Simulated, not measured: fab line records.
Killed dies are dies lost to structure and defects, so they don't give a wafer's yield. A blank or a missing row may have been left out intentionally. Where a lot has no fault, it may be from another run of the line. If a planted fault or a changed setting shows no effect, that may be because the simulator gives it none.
Commonality check across tools | flow ritCmos | 14 lots and 42 wafers in the sample

REASON IT WAS OPENED
RIT_ACTIVE_THK_MEAS_02, reading ACTIVE_OXIDE_THK: flagged on 2 of 14 lots. No-fault wafers: 47.1 nm, standard deviation 1.
Rule: a lot gets a flag if all its wafers with a number sit over 4 standard deviations from that mean, or if no wafer of it has a number. All remaining lots are regarded as sound.

lot  | measured    | on           | ACTIVE_OXIDE_THK (nm), wafer by wafer | flag
L154 | day 1 12:17 | filmMetro-04 | 48.6 48.4 47.7                        | 
L155 | day 1 20:46 | filmMetro-03 | 48.3 48.3 48.1                        | 
L157 | day 2 03:47 | filmMetro-03 | 47.6 47.7 47.7                        | 
L159 | day 2 14:02 | filmMetro-03 | 45.7 46.3 46.0                        | 
L161 | day 2 23:14 | filmMetro-04 | 47.7 48.4 48.2                        | 
L163 | day 3 09:05 | filmMetro-01 | 48.1 48.5 48.9                        | 
L164 | day 3 14:03 | filmMetro-04 | 45.5 45.6 45.5                        | 
L165 | day 3 19:05 | filmMetro-03 | 47.4 48.0 47.1                        | 
L166 | day 4 00:05 | filmMetro-03 | 47.2 46.5 47.0                        | 
L168 | day 4 10:03 | filmMetro-03 | 45.8 46.4 46.4                        | 
L170 | day 4 20:30 | filmMetro-04 | 46.6 47.3 46.9                        | 
L174 | day 5 18:38 | filmMetro-01 | 72.2 72.1 72.3                        | FLAGGED
L175 | day 5 21:39 | filmMetro-01 | 71.7 71.9 71.5                        | FLAGGED
L176 | day 6 02:36 | filmMetro-04 | 46.4 46.4 47.0                        | 
The numbers of the flagged lots are 72.0 nm on average: +24.9 nm against the usual, or +25 standard deviations.

WHICH TOOL EACH LOT WENT THROUGH
The record holds 1 process step before the reading, out of a route of 202 steps. Read each cell as the tool, then ch plus the chambers that the sampled wafers visited, then the start.
lot  | flag    | RIT_ACTIVE_OXIDATION_01
L154 |         | furnace-03 ch 0, day 1 10:22
L155 |         | furnace-04 ch 0, day 1 18:50
L157 |         | furnace-04 ch 0, day 2 01:50
L159 |         | furnace-01 ch 0, day 2 12:05
L161 |         | furnace-03 ch 0, day 2 21:16
L163 |         | furnace-04 ch 0, day 3 07:08
L164 |         | furnace-01 ch 0, day 3 12:07
L165 |         | furnace-04 ch 0, day 3 17:08
L166 |         | furnace-04 ch 0, day 3 22:08
L168 |         | furnace-04 ch 0, day 4 08:07
L170 |         | furnace-04 ch 0, day 4 18:33
L174 | FLAGGED | furnace-03 ch 0, day 5 16:43
L175 | FLAGGED | furnace-03 ch 0, day 5 19:43
L176 |         | furnace-01 ch 0, day 6 00:38
These steps, and what they do:
- RIT_ACTIVE_OXIDATION_01: target thk 46.8 nm, ox time 3360 s.
- RIT_ACTIVE_THK_MEAS_02

FLAGGED AGAINST TOTAL, ONE TOOL AT A TIME (gauges that did the reading follow at the end)
step                    | tool         | lots run | flagged | share of the flagged lots | sound lots run after its first flagged lot
RIT_ACTIVE_OXIDATION_01 | furnace-01   | 3        | 0       | none                      | -
RIT_ACTIVE_OXIDATION_01 | furnace-03   | 4        | 2       | all                       | 0
RIT_ACTIVE_OXIDATION_01 | furnace-04   | 7        | 0       | none                      | -
RIT_ACTIVE_THK_MEAS_02  | filmMetro-01 | 3        | 2       | all                       | 0
RIT_ACTIVE_THK_MEAS_02  | filmMetro-03 | 6        | 0       | none                      | -
RIT_ACTIVE_THK_MEAS_02  | filmMetro-04 | 5        | 0       | none                      | -

WHAT THE TABLE PERMITS
Every flagged lot went through 2 rows of the table: furnace-03 at RIT_ACTIVE_OXIDATION_01 and filmMetro-01 at RIT_ACTIVE_THK_MEAS_02.
- furnace-03 at RIT_ACTIVE_OXIDATION_01: 2 of its 4 lots flagged. It ran its last sound lot, L161, at day 2 21:16 and its first flagged lot, L174, at day 5 16:43: a fault with its onset between the two fits.
- filmMetro-01 at RIT_ACTIVE_THK_MEAS_02: 2 of its 3 lots flagged. It ran its last sound lot, L163, at day 3 09:05 and its first flagged lot, L174, at day 5 18:38: a fault with its onset between the two fits.
A lot count leaves these 2 tools indistinguishable: every one of them fits a fault beginning at some hour. More lots, or a look at what each step does to the wafer, might.

WHAT THE SIMULATOR HAD INSERTED
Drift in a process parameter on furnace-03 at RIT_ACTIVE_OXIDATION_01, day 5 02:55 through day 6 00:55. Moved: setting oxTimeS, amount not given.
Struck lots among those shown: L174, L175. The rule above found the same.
